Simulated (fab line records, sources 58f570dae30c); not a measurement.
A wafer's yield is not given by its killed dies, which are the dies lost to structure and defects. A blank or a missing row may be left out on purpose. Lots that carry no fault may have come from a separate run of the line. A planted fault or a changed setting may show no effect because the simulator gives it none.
fab line records	flow berkeley_cmos170
[record] lots = 9	wafers = 27	last_day = 11
route steps=331 shown PFIELD@85 V1@256 V2@293
lots untouched by any fault: they come from a run of this same line in which no faults occurred
start_h: the number of hours between the record's first day and the start of the first shown wafer of the lot	wait_h: hours since the lot's step before	" identical to the entry in the row above	L1.1+2: a single row standing in for several wafers	- no value, or no start was given	* or withheld: withheld	< > ~ a bound
route shown NAME@n: NAME is a module with steps in the file, n the number in the route of the first one	usual: average and standard deviation across the fault-free wafers	same: alike in all rows	chamber/n: place in a boat	sites: each site's reading	_std_site: their standard deviation	_edge_site: mean of outer sites minus mean of inner sites	radius_mm: for every site, how far away it sits from the centre of the wafer	mask NAME#n: copy n	behind: the most recent tool/chamber to have shaped the wafer	hold: what put the lot on hold/how long, in hours/how the hold closed	device: which transistor (n, p or np) failed to switch	end of line: at the end of the route, the tests of the same wafers	a step given without rows: its recipe and nothing more	killed: the dies lost at the first sort to structure and to defects; this is not the yield of the wafer	map: dies across one wafer; x = killed, . = not, _ = none there
set.NAME: the setting the step ran with; set.NAME@STEP: the setting that earlier step ran with	model.NAME: the simulator's own value behind a step, which no gauge read
a sample of lots followed through the steps of the route, with each step as a table and each wafer as a row
services: when a tool's chamber went out of use (start_h, in hours from the record's first day, below 0 if earlier), for how many hours, and the reason
[[steps]]
[step UCB170_PFIELD_OVL_MEAS_06]
[usual] PFIELD_OVL = 4/5.4
lot.wafer	tool	chamber	start_h	wait_h	PFIELD_OVL[nm]
L250.3	overlay-02	-	78.17	-	11
L250.5	"	-	"	"	10
L250.6	"	-	"	"	1
L249.1	overlay-02	-	78.30	-	1
L249.2	"	-	"	"	0
L249.3	"	-	"	"	3
L251.2	overlay-02	-	98.17	-	10
L251.4	"	-	"	"	6
L251.6	"	-	"	"	6
L252.3	overlay-02	-	108.02	-	-7
L252.4	"	-	"	"	0
L252.5	"	-	"	"	-4
L253.1	overlay-02	-	108.29	-	13
L253.2	"	-	"	"	2
L253.5	"	-	"	"	10
L264.2	overlay-01	-	154.06	-	-1
L264.4	"	-	"	"	-4
L264.6	"	-	"	"	-9
L268.1	overlay-02	-	167.20	-	11
L268.5	"	-	"	"	6
L268.6	"	-	"	"	3
L267.1	overlay-01	-	167.44	-	14
L267.4	"	-	"	"	11
L267.5	"	-	"	"	13
L270.2	overlay-01	-	187.49	-	5
L270.4	"	-	"	"	6
L270.6	"	-	"	"	5
[step UCB170_V1_CMP_02]
[recipe] material = SiO2	down_force_psi = 6	platen_rpm = 60	pad_velocity_m_s = 0.75398
[usual] edge_zone_pressure_frac = 1.001/0.0047	motor_current_A = 15.6/0.97	retaining_ring_pressure_frac = 1.000/0.0046	slurry_flow_ml_min = 150.0/0.45
lot.wafer	tool	chamber	start_h	wait_h	edge_zone_pressure_frac	motor_current_A	retaining_ring_pressure_frac	slurry_flow_ml_min
L250.3	cmp-01	2	143.43	0.1	0.998	14.9	0.996	149.9
L250.6	"	0	"	"	1.004	15.5	0.998	150.0
L250.5	"	1	"	"	1.000	15.7	1.005	149.9
L249.1	cmp-01	3	148.23	0.1	0.994	15.6	0.999	150.1
L249.3	"	1	"	"	0.999	16.1	0.997	150.0
L249.2	"	2	"	"	1.003	14.0	1.001	149.6
L251.4	cmp-01	0	163.06	0.1	0.997	15.3	1.005	149.9
L251.2	"	1	"	"	0.993	15.6	1.002	150.1
L251.6	"	2	"	"	1.004	14.6	1.013	149.8
L253.2	cmp-02	3	180.69	0.0	1.004	15.1	0.996	150.4
L253.1	"	2	"	"	1.000	17.3	1.001	150.6
L253.5	"	3	"	"	0.999	14.9	0.997	150.5
L252.3	cmp-02	0	180.99	0.2	0.998	16.0	1.001	150.4
L252.4	"	1	"	"	0.996	15.0	1.005	149.2
L252.5	"	0	"	"	1.007	16.2	0.997	150.0
L264.2	cmp-01	0	229.79	0.3	1.007	16.2	0.999	150.0
L264.4	"	1	"	"	1.004	14.4	1.001	151.0
L264.6	"	0	"	"	0.999	15.5	1.000	150.4
L267.1	cmp-02	3	243.32	0.1	1.003	14.8	0.993	150.6
L267.4	"	2	"	"	0.996	18.0	0.996	149.2
L267.5	"	0	"	"	1.016	15.9	0.999	150.5
L268.1	cmp-02	0	243.67	0.2	1.002	14.7	0.999	149.9
L268.6	"	3	"	"	1.003	15.2	0.994	150.1
L268.5	"	0	"	"	1.005	15.2	1.005	149.8
L270.4	cmp-02	2	255.30	0.0	1.001	17.8	1.002	148.8
L270.2	"	0	"	"	1.002	15.6	0.998	150.3
L270.6	"	3	"	"	0.998	15.5	1.005	149.9
[step UCB170_V1_THK_MEAS_04]
[recipe] reads = SiO2_of_V1_CVD_00
[usual] V1_POLISHED_THK = 1000.0/1.1
lot.wafer	tool	chamber	start_h	wait_h	V1_POLISHED_THK[nm]
L250.3	film_metro-02	-	143.77	0.1	999.5
L250.5	"	-	"	"	998.8
L250.6	"	-	"	"	1001.1
L249.1	film_metro-04	-	148.65	0.1	999.5
L249.2	"	-	"	"	998.4
L249.3	"	-	"	"	999.9
L251.2	film_metro-02	-	163.39	0.1	999.7
L251.4	"	-	"	"	1000.4
L251.6	"	-	"	"	1000.8
L253.1	film_metro-04	-	181.11	0.1	1002.9
L253.2	"	-	"	"	1001.0
L253.5	"	-	"	"	1001.9
L252.3	film_metro-04	-	181.43	0.1	1001.1
L252.4	"	-	"	"	1000.6
L252.5	"	-	"	"	1001.1
L264.2	film_metro-02	-	230.22	0.1	1251.3
L264.4	"	-	"	"	1000.3
L264.6	"	-	"	"	1250.0
L267.1	film_metro-02	-	243.74	0.1	1001.3
L267.4	"	-	"	"	1001.8
L267.5	"	-	"	"	1000.9
L268.1	film_metro-04	-	244.04	0.1	998.5
L268.5	"	-	"	"	999.6
L268.6	"	-	"	"	999.9
L270.2	film_metro-04	-	255.73	0.1	1000.5
L270.4	"	-	"	"	1001.2
L270.6	"	-	"	"	999.6
[step UCB170_V1_ETCH_14]
[recipe] chemistry = CHF3/CF4/Ar	target = SiO2	stop_on = Al	CHF3_flow_sccm = 45	cf4_flow_sccm = 15	Ar_flow_sccm = 150	pressure_mtorr = 200	rf_w = 700	target_depth_a = 12500	over_etch_frac = 0.25	time_s = 291
[usual] drypump_motor_current_A = 5.8/0.49	oes_product_au = 0.873/0.0088	throttle_valve_pct = 6.91/0.14
lot.wafer	tool	chamber	start_h	wait_h	drypump_motor_current_A	oes_product_au	rf_hours_counter_h	throttle_valve_pct
L250.3	rie_diel-03	3	148.55	0.0	6.1	0.865	115	6.98
L250.5	"	3	"	"	6.1	0.865	-	6.97
L250.6	"	2	"	"	6.1	0.859	-	7.14
L249.1	rie_diel-04	3	150.09	0.0	5.2	0.882	20	6.86
L249.2	"	2	"	"	6.0	0.872	14	6.76
L249.3	"	0	"	"	5.4	0.870	52	7.07
L251.2	rie_diel-03	0	165.49	0.0	6.3	0.874	20	6.76
L251.4	"	2	"	"	6.2	0.866	7	7.14
L251.6	"	1	"	"	6.0	0.869	-	6.87
L253.1	rie_diel-04	1	183.39	0.0	5.5	0.871	77	6.90
L253.2	"	2	"	"	6.0	0.863	15	6.77
L253.5	"	3	"	"	5.2	0.873	-	6.85
L252.3	rie_diel-04	3	183.66	0.0	5.2	0.884	22	6.83
L252.4	"	1	"	"	5.5	0.878	77	6.90
L252.5	"	2	"	"	6.0	0.871	-	6.75
L264.2	rie_diel-01	1	234.17	0.0	5.9	0.986	15	6.94
L264.4	"	0	"	"	5.4	0.892	107	6.86
L264.6	"	2	"	"	6.6	0.993	-	6.67
L267.1	rie_diel-03	1	248.97	0.0	6.0	0.864	65	6.87
L267.4	"	3	"	"	6.1	0.871	119	6.99
L267.5	"	3	"	"	6.1	0.859	-	6.96
L268.1	rie_diel-01	1	249.41	0.0	5.9	0.873	16	6.92
L268.5	"	0	"	"	5.4	0.882	-	6.87
L268.6	"	3	"	"	4.7	0.877	-	7.04
L270.2	rie_diel-01	0	257.47	0.0	5.4	0.887	109	6.86
L270.4	"	2	"	"	6.6	0.876	61	6.68
L270.6	"	3	"	"	4.7	0.884	-	7.04
[step UCB170_V2_THK_MEAS_01]
[recipe] reads = SiO2_of_V2_CVD_00
[usual] V2_TEOS_THK = 2006/24
lot.wafer	tool	chamber	start_h	wait_h	V2_TEOS_THK[nm]
L250.3	film_metro-04	-	152.51	0.1	1990
L250.5	"	-	"	"	2003
L250.6	"	-	"	"	2029
L249.1	film_metro-02	-	153.86	0.1	1990
L249.2	"	-	"	"	1996
L249.3	"	-	"	"	1987
L251.2	film_metro-04	-	168.68	0.1	1989
L251.4	"	-	"	"	2036
L251.6	"	-	"	"	2037
L253.1	film_metro-03	-	186.69	0.2	2018
L253.2	"	-	"	"	2034
L253.5	"	-	"	"	2058
L252.3	film_metro-04	-	189.07	0.1	2002
L252.4	"	-	"	"	2046
L252.5	"	-	"	"	2030
L264.2	film_metro-03	-	238.39	0.1	1988
L264.4	"	-	"	"	2002
L267.1	film_metro-02	-	253.14	0.1	1987
L267.4	"	-	"	"	2057
L267.5	"	-	"	"	2039
L268.1	film_metro-03	-	253.69	0.1	1989
L268.5	"	-	"	"	2042
L268.6	"	-	"	"	2038
L270.2	film_metro-03	-	261.15	0.1	1967
L270.4	"	-	"	"	1997
L270.6	"	-	"	"	1991
[step UCB170_V2_BOW_MEAS_03]
[recipe] mode = bow
[usual] V2_BOW = 37/6.6
lot.wafer	tool	chamber	start_h	wait_h	V2_BOW[um]
L250.3	film_metro-03	-	152.89	0.2	36
L250.5	"	-	"	"	38
L250.6	"	-	"	"	42
L249.1	film_metro-04	-	154.22	0.1	44
L249.2	"	-	"	"	30
L249.3	"	-	"	"	35
L251.2	film_metro-03	-	169.05	0.2	42
L251.4	"	-	"	"	46
L251.6	"	-	"	"	51
L253.1	film_metro-04	-	187.05	0.1	30
L253.2	"	-	"	"	32
L253.5	"	-	"	"	39
L252.3	film_metro-03	-	189.45	0.1	42
L252.4	"	-	"	"	41
L252.5	"	-	"	"	40
L264.2	film_metro-03	-	238.76	0.3	38
L264.4	"	-	"	"	41
L267.1	film_metro-04	-	253.50	0.2	32
L267.4	"	-	"	"	40
L267.5	"	-	"	"	40
L268.1	film_metro-04	-	254.05	0.1	49
L268.5	"	-	"	"	40
L268.6	"	-	"	"	34
L270.2	film_metro-04	-	261.52	0.3	49
L270.4	"	-	"	"	38
L270.6	"	-	"	"	22
[[services]]
tool	chamber	start_h	hours	kind
rie_diel-01	-	123.40	2.8	pm
cmp-02	-	125.48	0.5	repair
rie_diel-04	0	127.66	2.3	repair
cmp-02	-	136.52	1.3	repair
cmp-02	-	140.08	5.3	pm
rie_diel-01	3	151.80	3.4	repair
cmp-01	-	153.38	1.0	repair
rie_diel-01	3	158.93	10.0	repair
cmp-01	-	172.09	3.3	repair
cmp-02	-	209.12	4.9	repair
cmp-02	-	218.12	12.9	pm
cmp-01	-	232.00	4.0	pm
cmp-01	-	236.00	-	consumable_replace:conditioner
cmp-01	-	236.00	-	consumable_replace:pad
[[key]]
[first_sign] step = UCB170_V1_THK_MEAS_04	reading = V1_POLISHED_THK	direction = up	sigmas = 99+	usual = 1000.0	struck = 1250.6
[effect] step = UCB170_V1_ETCH_14	reading = oes_product_au	direction = up	sigmas = 13	usual = 0.873	struck = 0.989
met_at UCB170_V1_CMP_02
struck_lots L264
struck_wafers L264.2,L264.6
later_rows_left_out L264.6
sort_left_out L264.2,L264.6
not_acting_at UCB170_PFIELD_OVL_MEAS_06,UCB170_V2_THK_MEAS_01,UCB170_V2_BOW_MEAS_03
onset_between 163.06 229.79
[fault] kind = process_parameter_drift	tool = cmp-01	chamber = 0	onset_h = 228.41	steps = UCB170_V1_CMP_02	channel = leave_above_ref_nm	offset = 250	shape = step	end_h = 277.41	acts_in = these_recipes_only	stated = 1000
// sort_left_out: the simulated sort isn't trusted on such a fault, so these wafers' sort isn't shown, and their yield isn't known
// later_rows_left_out: the simulator's readings of these wafers behind a module that went badly wrong aren't trusted and aren't shown, but for the sort
